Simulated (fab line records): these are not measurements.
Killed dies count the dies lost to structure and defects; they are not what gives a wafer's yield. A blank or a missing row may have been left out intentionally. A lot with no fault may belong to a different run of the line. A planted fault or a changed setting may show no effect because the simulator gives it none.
Split-lot experiment / flow rit_cmos / 23 wafers read from 5 lots, route of 202 steps

## SPLIT DETAILS
At RIT_FOX2_OXIDATION_00 (target thk 350.7 nm, ox time 1130 s), the setting temp_c was moved away from the recipe's 1100 C on 15 of the 23 wafers read, by -2.8% to -1.5%. All remaining wafers had this setting at the recipe value.

## FROM THE SPLIT TO THE READING: what the file shows between them, 9 steps
- RIT_FOX2_THK_MEAS_01
- RIT_FOX2_WET_ETCH_03: etches Si3N4 in H3PO4, target depth 195 nm, time 2700 s (also split here: time_s)
- RIT_FOX2_THK_MEAS_90
- RIT_NWELL_IMPLANT_08 (also split here: energy_kev)
- RIT_PWELL_IMPLANT_08 (also split here: energy_kev)
- RIT_NRETRO_IMPLANT_08 (also split here: dose_cm2)
- RIT_NRETRO_STRIP_09: strips in O2, time 180 s
- RIT_NRETRO_TW_MEAS_10
- RIT_GATE_CLEAN_04: cleans in dHF, time 60 s (also split here: time_s)

## THE READING
FIELD_OXIDE_LEFT_2_THK, in nm, at RIT_FOX2_THK_MEAS_91. A value of 257 nm with a standard deviation of 6.2 nm is what fault-free wafers of this fab line usually give.

wafer=L076.1; tool, chamber at the split=-, -; temp_c as run, C=1100; against the recipe=recipe; FIELD_OXIDE_LEFT_2_THK, nm=256; against lot-mates on the recipe=-
wafer=L076.2; tool, chamber at the split=-, -; temp_c as run, C=1100; against the recipe=recipe; FIELD_OXIDE_LEFT_2_THK, nm=257; against lot-mates on the recipe=-
wafer=L076.3; tool, chamber at the split=-, -; temp_c as run, C=1100; against the recipe=recipe; FIELD_OXIDE_LEFT_2_THK, nm=264; against lot-mates on the recipe=-
wafer=L076.4; tool, chamber at the split=-, -; temp_c as run, C=1100; against the recipe=recipe; FIELD_OXIDE_LEFT_2_THK, nm=261; against lot-mates on the recipe=-
wafer=L076.6; tool, chamber at the split=-, -; temp_c as run, C=1100; against the recipe=recipe; FIELD_OXIDE_LEFT_2_THK, nm=263; against lot-mates on the recipe=-
wafer=L077.1; tool, chamber at the split=-, -; temp_c as run, C=1070; against the recipe=-2.7%; FIELD_OXIDE_LEFT_2_THK, nm=201; against lot-mates on the recipe=no lot-mate on the recipe
wafer=L077.2; tool, chamber at the split=-, -; temp_c as run, C=1070; against the recipe=-2.7%; FIELD_OXIDE_LEFT_2_THK, nm=198; against lot-mates on the recipe=no lot-mate on the recipe
wafer=L077.3; tool, chamber at the split=-, -; temp_c as run, C=1070; against the recipe=-2.7%; FIELD_OXIDE_LEFT_2_THK, nm=204; against lot-mates on the recipe=no lot-mate on the recipe
wafer=L077.4; tool, chamber at the split=-, -; temp_c as run, C=1070; against the recipe=-2.7%; FIELD_OXIDE_LEFT_2_THK, nm=198; against lot-mates on the recipe=no lot-mate on the recipe
wafer=L077.6; tool, chamber at the split=-, -; temp_c as run, C=1070; against the recipe=-2.7%; FIELD_OXIDE_LEFT_2_THK, nm=202; against lot-mates on the recipe=no lot-mate on the recipe
wafer=L078.1; tool, chamber at the split=-, -; temp_c as run, C=1083; against the recipe=-1.5%; FIELD_OXIDE_LEFT_2_THK, nm=233; against lot-mates on the recipe=no lot-mate on the recipe
wafer=L078.2; tool, chamber at the split=-, -; temp_c as run, C=1083; against the recipe=-1.5%; FIELD_OXIDE_LEFT_2_THK, nm=229; against lot-mates on the recipe=no lot-mate on the recipe
wafer=L078.3; tool, chamber at the split=-, -; temp_c as run, C=1083; against the recipe=-1.5%; FIELD_OXIDE_LEFT_2_THK, nm=229; against lot-mates on the recipe=no lot-mate on the recipe
wafer=L078.5; tool, chamber at the split=-, -; temp_c as run, C=1083; against the recipe=-1.5%; FIELD_OXIDE_LEFT_2_THK, nm=231; against lot-mates on the recipe=no lot-mate on the recipe
wafer=L078.6; tool, chamber at the split=-, -; temp_c as run, C=1083; against the recipe=-1.5%; FIELD_OXIDE_LEFT_2_THK, nm=234; against lot-mates on the recipe=no lot-mate on the recipe
wafer=L082.2; tool, chamber at the split=-, -; temp_c as run, C=1069; against the recipe=-2.8%; FIELD_OXIDE_LEFT_2_THK, nm=195; against lot-mates on the recipe=no lot-mate on the recipe
wafer=L082.3; tool, chamber at the split=-, -; temp_c as run, C=1069; against the recipe=-2.8%; FIELD_OXIDE_LEFT_2_THK, nm=194; against lot-mates on the recipe=no lot-mate on the recipe
wafer=L082.4; tool, chamber at the split=-, -; temp_c as run, C=1069; against the recipe=-2.8%; FIELD_OXIDE_LEFT_2_THK, nm=191; against lot-mates on the recipe=no lot-mate on the recipe
wafer=L082.5; tool, chamber at the split=-, -; temp_c as run, C=1069; against the recipe=-2.8%; FIELD_OXIDE_LEFT_2_THK, nm=190; against lot-mates on the recipe=no lot-mate on the recipe
wafer=L082.6; tool, chamber at the split=-, -; temp_c as run, C=1069; against the recipe=-2.8%; FIELD_OXIDE_LEFT_2_THK, nm=195; against lot-mates on the recipe=no lot-mate on the recipe
wafer=L084.1; tool, chamber at the split=furnace-01, 0; temp_c as run, C=1100; against the recipe=recipe; FIELD_OXIDE_LEFT_2_THK, nm=259; against lot-mates on the recipe=-
wafer=L084.2; tool, chamber at the split=furnace-01, 0; temp_c as run, C=1100; against the recipe=recipe; FIELD_OXIDE_LEFT_2_THK, nm=255; against lot-mates on the recipe=-
wafer=L084.5; tool, chamber at the split=furnace-01, 0; temp_c as run, C=1100; against the recipe=recipe; FIELD_OXIDE_LEFT_2_THK, nm=260; against lot-mates on the recipe=-

FIT RESULTS
A straight line over all 23 wafers: FIELD_OXIDE_LEFT_2_THK changes by +22.6 nm for each +1% of temp_c; r = +0.99; the points scatter about the line by 4.3 nm.
Too few moved wafers have a lot-mate on the recipe to fit a line with each lot's own level taken away.

## THE WHOLE CHAIN: every reading that the file lists as answering this split, in the file's order
step=RIT_FOX2_OXIDATION_00; what it does=target thk 350.7 nm, ox time 1130 s; reading=SiO2_of_FOX2_OXIDATION_00.thk_nm (the simulator's own value, which no gauge read); change (the file's fit)=+23.6 nm for each +1% of the setting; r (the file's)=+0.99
step=RIT_FOX2_THK_MEAS_01; what it does=; reading=FOX2_OXIDE_THK; change (the file's fit)=+23.6 for each +1% of the setting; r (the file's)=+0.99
step=RIT_FOX2_WET_ETCH_03; what it does=etches Si3N4 in H3PO4, target depth 195 nm, time 2700 s; reading=SiO2_of_FOX2_OXIDATION_00.thk_nm (the simulator's own value, which no gauge read); change (the file's fit)=+23 nm for each +1% of the setting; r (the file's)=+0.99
step=RIT_FOX2_THK_MEAS_90; what it does=; reading=FIELD_OXIDE_LEFT_1_THK; change (the file's fit)=+22.9 for each +1% of the setting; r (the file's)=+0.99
step=RIT_FOX2_THK_MEAS_91; what it does=; reading=FIELD_OXIDE_LEFT_2_THK; change (the file's fit)=+22.6 for each +1% of the setting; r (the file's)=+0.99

## THE FILE'S OWN FIT
FIELD_OXIDE_LEFT_2_THK changes by +22.6 nm for each +1% of temp_c, r = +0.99.
